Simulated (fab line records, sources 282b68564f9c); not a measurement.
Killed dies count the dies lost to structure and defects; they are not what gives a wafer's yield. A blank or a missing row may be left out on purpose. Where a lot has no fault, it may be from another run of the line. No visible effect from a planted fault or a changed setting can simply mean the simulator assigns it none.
Split-lot experiment	flow ritCmos	5 lots, 23 wafers read, on a route of 202 steps

THE SPLIT
At RIT_FOX2_OXIDATION_00 (target thk 350.7 nm, ox time 1130 s), the setting oxTimeS was moved away from the recipe's 1130 s on 20 of the 23 wafers read, by -12.8% to +12.8%. All remaining wafers had this setting at the recipe value.

The reading is taken at the split's own step.

THE READING
SiO2_of_FOX2_OXIDATION_00.thkNm (the simulator's own value, which no gauge read), in nm, at RIT_FOX2_OXIDATION_00 (target thk 350.7 nm, ox time 1130 s). No usual value for it is given in the file. Here, 3 wafers ran the recipe; their average is 346.9 nm with a standard deviation of 2.6 nm.

wafer	tool, chamber at the split	oxTimeS as run, s	against the recipe	SiO2_of_FOX2_OXIDATION_00.thkNm, nm	against lot-mates on the recipe
L076.1	-, -	1079	-4.5%	345	no lot-mate on the recipe
L076.2	-, -	1079	-4.5%	344	no lot-mate on the recipe
L076.4	-, -	1079	-4.5%	342.7	no lot-mate on the recipe
L076.5	-, -	1079	-4.5%	340	no lot-mate on the recipe
L076.6	-, -	1079	-4.5%	349.9	no lot-mate on the recipe
L079.2	-, -	1199	+6.1%	360.6	no lot-mate on the recipe
L079.3	-, -	1199	+6.1%	359.6	no lot-mate on the recipe
L079.4	-, -	1199	+6.1%	364	no lot-mate on the recipe
L079.5	-, -	1199	+6.1%	364.1	no lot-mate on the recipe
L079.6	-, -	1199	+6.1%	366.3	no lot-mate on the recipe
L080.1	-, -	985.3	-12.8%	322.1	no lot-mate on the recipe
L080.3	-, -	985.3	-12.8%	330.6	no lot-mate on the recipe
L080.5	-, -	985.3	-12.8%	330.6	no lot-mate on the recipe
L080.4	-, -	985.3	-12.8%	332.1	no lot-mate on the recipe
L080.6	-, -	985.3	-12.8%	321.9	no lot-mate on the recipe
L083.1	furnace-02, 0	1130	recipe	345.1	-
L083.5	furnace-02, 0	1130	recipe	345.1	-
L083.3	furnace-02, 0	1130	recipe	350.6	-
L085.1	-, -	1275	+12.8%	354.4	no lot-mate on the recipe
L085.2	-, -	1275	+12.8%	355.1	no lot-mate on the recipe
L085.3	-, -	1275	+12.8%	358.8	no lot-mate on the recipe
L085.4	-, -	1275	+12.8%	362.3	no lot-mate on the recipe
L085.5	-, -	1275	+12.8%	357.9	no lot-mate on the recipe

FIT RESULTS
A straight line over all 23 wafers: SiO2_of_FOX2_OXIDATION_00.thkNm changes by +1.28 nm for each +1% of oxTimeS; r = +0.89; the points scatter about the line by 6.3 nm.
Too few moved wafers with a lot-mate on the recipe to fit a line net of each lot's own level.

FILE'S OWN FIT
SiO2_of_FOX2_OXIDATION_00.thkNm changes by +1.28 nm for each +1% of oxTimeS, r = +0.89.
